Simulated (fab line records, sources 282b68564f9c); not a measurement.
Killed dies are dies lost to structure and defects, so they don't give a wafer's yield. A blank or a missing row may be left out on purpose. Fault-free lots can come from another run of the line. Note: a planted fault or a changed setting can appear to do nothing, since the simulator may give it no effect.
Struck lot and sound lot, side by side / flow rit cmos / 27 out of 202 route steps
Sound: these wafers, L585.1, L585.2, L585.6. Struck: wafer L594.1 (L594.2, L594.6, from the same lot, were not struck and are left out); the cause is given at the end.
At each step with rows: each side's tool, then ch and its chambers, then its first start. Under that, the readings that differ: sound wafers / struck wafers / difference of the means / sigmas: that difference in standard deviations of wafers without a fault.
alike: readings whose means differ by less than 2 such deviations, and words and numbers that are the same on both sides. not compared: withheld readings, readings that some wafer has no value for, bounds like >300 that may hide the same value, and numbers for which the record gives no deviation and whose values overlap.
A row with sigmas, a row that says differs or no value, or rows on one side alone: a step with any of these is where the two part. When numbers do not overlap yet have no deviation, they are printed without sigmas and do not part them. A reading that every wafer of one side lacks parts them only if that side has two wafers or more.

first, 4 steps without rows for these wafers: RIT_CONTACT_SOFTBAKE_04 (time 60 s); RIT_CONTACT_EXPOSE_05 (exposes mask M11, target cd 1000 nm); RIT_CONTACT_PEB_06; RIT_CONTACT_DEVELOP_07 (develop time 120 s).
RIT_CONTACT_CD_MEAS_08: the cd target is 1000 nm.
  sound: cd sem-02 at day 3 03:53; struck: cd sem-02 at day 5 01:54
  alike: cd nm
RIT_CONTACT_OVL_MEAS_09:
  sound: overlay-02 at day 3 04:01; struck: overlay-01 at day 5 02:01
reading=CONTACT_OVL (nm); sound=1.9 1.1 2.7; struck=-1.2; difference=-3.1; sigmas=-2
then, 1 step without rows for these wafers: RIT_CONTACT_HARDBAKE_10 (time 60 s).
RIT_CONTACT_ETCH_11: etches SiO2 in CHF3/CF4/Ar, stops on TiSi2, target depth 480 nm, time 320 s.
  sound on rie diel-02 ch 0,1,3, day 3 04:12; struck on rie diel-02 ch 2, day 5 02:13
reading=throttle valve pct (%); sound=8.85 8.92 9.11; struck=8.68; difference=-0.28; sigmas=-2
  alike: drypump motor current A, oes product au
  not compared: rf hours counter h
RIT_CONTACT_STRIP_12: strips in O2, time 180 s.
  sound on plasma asher-02 ch 0,1, day 3 04:23; struck on plasma asher-04 ch 1, day 5 02:24
  alike: drypump motor current A
  not compared: rf hours counter h
RIT_CONTACT_CD_MEAS_90: the cd target is 1000 nm.
  sound: cd sem-02 at day 3 04:34; struck: cd sem-01 at day 5 02:35
  alike: cd nm
then, 2 steps without rows for these wafers: RIT_CONTACT_CLEAN_13 (cleans in SC1, time 600 s); RIT_CONTACT_CLEAN_14 (cleans in SC2, time 600 s).
RIT_M1_SPUTTER_00: material Al, target thk 400 nm, time 500 s.
  sound: pvd sputter-03 at day 3 05:04; struck: pvd sputter-03 at day 5 03:03
reading=cathode dc power W (W); sound=2000.1 1999.9 2000.4; struck=3122.9; difference=+1122.8; sigmas=+99 or more
reading=model.Al_of_M1_SPUTTER_00.thk nm (nm); sound=404.1 401.7 402.6; struck=625.3; difference=+222.5; sigmas=
  alike: throttle valve pct
RIT_M1_RS_MEAS_01: uses a four-point probe to measure.
  sound: film metro-03 at day 3 05:22; struck: film metro-03 at day 5 03:20
reading=M1_AL_RS (ohm/sq); sound=0.0726 0.0729 0.0730; struck=0.0467; difference=-0.0261; sigmas=-40
RIT_M1_THK_MEAS_02: measures by xrf.
  sound: film metro-03 at day 3 05:29; struck: film metro-03 at day 5 03:28
reading=M1_AL_THK (nm); sound=410 407 407; struck=632; difference=+224; sigmas=+57
then, 6 steps without rows for these wafers: RIT_M1_HMDS_03 (prime time 60 s); RIT_M1_COAT_04 (resist thk 1300 nm); RIT_M1_SOFTBAKE_05 (time 60 s); RIT_M1_EXPOSE_06 (exposes mask M12, target cd 2600 nm); RIT_M1_PEB_07; RIT_M1_DEVELOP_08 (develop time 68 s).
RIT_M1_CD_MEAS_09: the cd target is 2600 nm.
  sound: cd sem-01 at day 3 06:25; struck: cd sem-01 at day 5 04:32
  alike: cd nm
RIT_M1_OVL_MEAS_10:
  sound: overlay-02 at day 3 06:32; struck: overlay-02 at day 5 04:40
  alike: M1_OVL
then, 1 step without rows for these wafers: RIT_M1_HARDBAKE_11 (time 120 s).
RIT_M1_METAL_ETCH_12: etches Al in Cl2/BCl3, stops on SiO2, time 165 s, target depth 600 nm.
  sound on rie metal-03 ch 0,1, day 3 06:50; struck on rie metal-03 ch 0, day 5 04:57
reading=oes product au (a.u.); sound=0.766 0.777 0.785; struck=0.994; difference=+0.218; sigmas=+16
  alike: drypump motor current A, throttle valve pct
  not compared: rf hours counter h
then, 1 step without rows for these wafers: RIT_M1_STRIP_13 (strips in nmp, time 600 s).
RIT_M1_PROBE_99:
  sound: prober-01 at day 3 10:37; struck: prober-02 at day 5 08:08
reading=defect limited yield (%); sound=98.9 98.9 98.9; struck=9.1; difference=-89.8; sigmas=-75
reading=killed_at_M0_to_M3; sound=0 0 0; struck=237; difference=+237; sigmas=+99 or more
reading=killed dies; sound=3 3 3; struck=240; difference=+237; sigmas=+79
reading=killed on rim; sound=1 1 0; struck=69; difference=+68; sigmas=+53
reading=model.etest.tester.sort n pass; sound=261 261 261; struck=0; difference=-261; sigmas=
reading=model.etest.tester.sort yield pct (%); sound=98.86 98.86 98.86; struck=0; difference=-99; sigmas=
reading=model.etest.tester.sort_bin_5_pct (%); sound=1.136 0.7576 0.7576; struck=90.15; difference=+89.27; sigmas=
reading=model.etest.tester.sort_bin_3_pct (%); sound=0 0 0.3788; struck=9.091; difference=+8.965; sigmas=
reading=model.etest.iso nwell nwell.short; sound=0 0 0; struck=1; difference=+1; sigmas=
reading=model.etest.select edge diode p.over limit; sound=0 0 0; struck=1; difference=+1; sigmas=
reading=model.etest.field n.short; sound=0 0 0; struck=1; difference=+1; sigmas=
reading=model.etest.ring.no ring; sound=0 0 0; struck=1; difference=+1; sigmas=
  alike: killed at front end, killed open, killed short

WHERE THEY PART
Earliest at RIT_CONTACT_OVL_MEAS_09; latest, in this record, at RIT_M1_PROBE_99.

WHY: what had been put in by the simulator
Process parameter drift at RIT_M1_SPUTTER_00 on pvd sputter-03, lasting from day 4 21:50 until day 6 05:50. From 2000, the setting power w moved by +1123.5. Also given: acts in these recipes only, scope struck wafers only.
